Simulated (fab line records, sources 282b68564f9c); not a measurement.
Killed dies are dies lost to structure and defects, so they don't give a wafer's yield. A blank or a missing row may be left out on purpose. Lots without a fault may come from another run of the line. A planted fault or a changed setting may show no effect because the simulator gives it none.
Which tool did it? | flow rit_cmos | 7 lots, 21 wafers sampled, at 2 steps of a route of 202

WHAT THE GAUGES READ, wafer by wafer
RIT_ACTIVE_THK_MEAS_04.
lot  | measured    | on            | ACTIVE_NITRIDE_THK (nm)
L909 | day 1 20:47 | film_metro-01 | 147.0 146.3 147.0
L911 | day 2 04:32 | film_metro-04 | 149.7 149.5 149.8
L913 | day 2 15:43 | film_metro-02 | 135.5 133.5 134.6
L916 | day 3 06:02 | film_metro-04 | 131.9 131.4 131.3
L925 | day 5 02:32 | film_metro-01 | 147.3 148.0 149.2
L929 | day 5 23:58 | film_metro-02 | 149.7 150.0 149.8
L931 | day 6 09:19 | film_metro-04 | 149.0 150.2 149.6

WHICH TOOL RAN EACH LOT (tool, then ch and the chambers of the sampled wafers, then the start)
lot  | RIT_ACTIVE_CVD_03
L909 | lpcvd-02 ch 1, day 1 19:22
L911 | lpcvd-01 ch 1, day 2 03:07
L913 | lpcvd-01 ch 0, day 2 13:35
L916 | lpcvd-01 ch 1, day 3 04:38
L925 | lpcvd-02 ch 1, day 5 01:07
L929 | lpcvd-02 ch 0, day 5 22:32
L931 | lpcvd-02 ch 0, day 6 07:12
- RIT_ACTIVE_CVD_03: deposits Si3N4 from SiH2Cl2/NH3, target thk 150 nm, time 1500 s.

THE ANSWER, worked out from the rows above alone
Rule: what is usual is taken from the lots themselves. Put in order of their means at a reading, lots are off if they are a third of the lots or fewer, leave a main group of 4 or more, and stand apart from it by a gap of 3 or more times the standard deviation of the main group's means; of several such gaps the widest counts. A main group whose means are all the same, to the digits that the tables above print for the reading, isn't used. A lot without any number at a reading at which 4 lots or more have one is off too. The other lots that the step has rows for count as sound.
Off: L913, L916, at RIT_ACTIVE_THK_MEAS_04 (ACTIVE_NITRIDE_THK). The main group: mean 148.8 nm, standard deviation 1.2.
A tool fits if, at a process step before that reading, it ran every lot that is off, and no sound lot after the first of them. The gauges at RIT_ACTIVE_THK_MEAS_04 are tried like those tools. One fits: lpcvd-01 at RIT_ACTIVE_CVD_03. Its last sound lot is L911 (day 2 03:07), its first lot that is off L913 (day 2 13:35): a fault that began between those two fits.

WHAT THE SIMULATOR HAD PUT IN
Process parameter drift: lpcvd-01, from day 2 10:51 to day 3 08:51, at RIT_ACTIVE_CVD_03. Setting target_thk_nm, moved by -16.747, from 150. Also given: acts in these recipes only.
Lots struck among those shown: L913, L916. The rule above found the same.
